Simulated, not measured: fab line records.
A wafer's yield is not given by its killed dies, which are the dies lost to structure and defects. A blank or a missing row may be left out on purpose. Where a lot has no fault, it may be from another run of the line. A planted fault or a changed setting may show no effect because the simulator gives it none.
Which of the tools did it? -- flow rit-cmos -- 42 wafers from 14 lots sampled at 2 of the route's 202 steps

WHAT THE GAUGES READ, wafer by wafer
No reading from a measuring or inspecting step in the record can be judged against a usual standard deviation.

WHICH TOOL RAN EACH LOT (tool, then ch and the chambers of the sampled wafers, then the start)
lot,RIT_SPACER_CVD_03,RIT_M1_PROBE_99
L360,"lpcvd-01 ch 0, day 2 21:37",-
L361,"lpcvd-01 ch 0, day 3 02:22",-
L362,"lpcvd-02 ch 1, day 3 12:06",-
L363,"lpcvd-02 ch 1, day 3 18:19",-
L364,"lpcvd-01 ch 0, day 3 23:25",-
L365,"lpcvd-01 ch 0, day 4 02:23",-
L367,"lpcvd-02 ch 0, day 4 13:12","prober-02, day 5 02:14"
L370,"lpcvd-02 ch 0, day 5 08:22","prober-01, day 5 21:38"
L375,"lpcvd-01 ch 0, day 6 10:31",-
L376,"lpcvd-01 ch 1, day 6 19:01",-
L377,"lpcvd-01 ch 0, day 7 08:17",-
L380,"lpcvd-02 ch 0, day 7 23:13",-
L381,"lpcvd-01 ch 0, day 8 00:38",-
L382,"lpcvd-02 ch 0, day 8 11:41",-
- RIT_SPACER_CVD_03: deposits Si3N4 from SiH2Cl2/NH3, target thk 250 nm, time 3300 s.
- RIT_M1_PROBE_99

AS READ BY THE TOOLS THEMSELVES (means over the sampled wafers that have a number; for cases with no such wafer, the mark the record gives instead)
RIT_SPACER_CVD_03. Usual: zone-power-centre-pct reads 39.2 % (standard deviation 1.8).
lot,tool,zone-power-centre-pct (%),flag
L360,lpcvd-01,39.9,
L361,lpcvd-01,39.9,
L362,lpcvd-02,34.6,
L363,lpcvd-02,34.8,
L364,lpcvd-01,39.6,
L365,lpcvd-01,39.9,
L367,lpcvd-02,41.0,
L370,lpcvd-02,40.8,
L375,lpcvd-01,39.9,
L376,lpcvd-01,38.4,
L377,lpcvd-01,39.6,
L380,lpcvd-02,40.3,
L381,lpcvd-01,40.1,
L382,lpcvd-02,40.9,

RIT_M1_PROBE_99. Usual: killed-at-contacts 0.1, standard deviation 0.24; killed-at-front-end 7, standard deviation 3.1; killed-dies 7, standard deviation 3.1; killed-on-rim 1.9, standard deviation 1.3; killed-open 3.3, standard deviation 1.9; killed-short 3.9, standard deviation 2.1.
lot,tool,killed-at-contacts,killed-at-front-end,killed-dies,killed-on-rim,killed-open,killed-short,flag
L367,prober-02,0.0,23,23,10.3,2.0,3.0,OFF
L370,prober-01,0.0,22,22,8.3,2.0,3.0,OFF

THE ANSWER, worked out from the rows above alone
Rule: take the mean of a lot's wafers that have a number; if it is more than 3 standard deviations from the usual mean, the lot is off. Also off: a lot with no number at a reading for which 4 or more lots have one. Any other lot the step has rows for is counted as sound. The gauges are gone through in route order, then the tools' own readings, and for those a lot's mean is taken as printed above. At the first step where some lot is off, the reading lying furthest off is the one used; lots without a number count as furthest.
Off, at RIT_M1_PROBE_99 on killed-on-rim: L367, L370. Neither off nor sound, because the step has no rows for them: L360, L361, L362, L363, L364, L365, L375, L376, L377, L380, L381, L382.
A tool fits if, at that step or a process step before it, it ran every lot that is off, and no sound lot after the first of them. One fits: RIT_SPACER_CVD_03 on lpcvd-02. It ran no sound lot before its first lot that is off in this sample, so the start can't be narrowed down.

WHAT THE SIMULATOR HAD INSERTED
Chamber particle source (lpcvd-02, RIT_SPACER_CVD_03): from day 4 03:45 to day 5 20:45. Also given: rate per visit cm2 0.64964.
Struck lots among those shown: L367, L370. Same finding as the rule above.
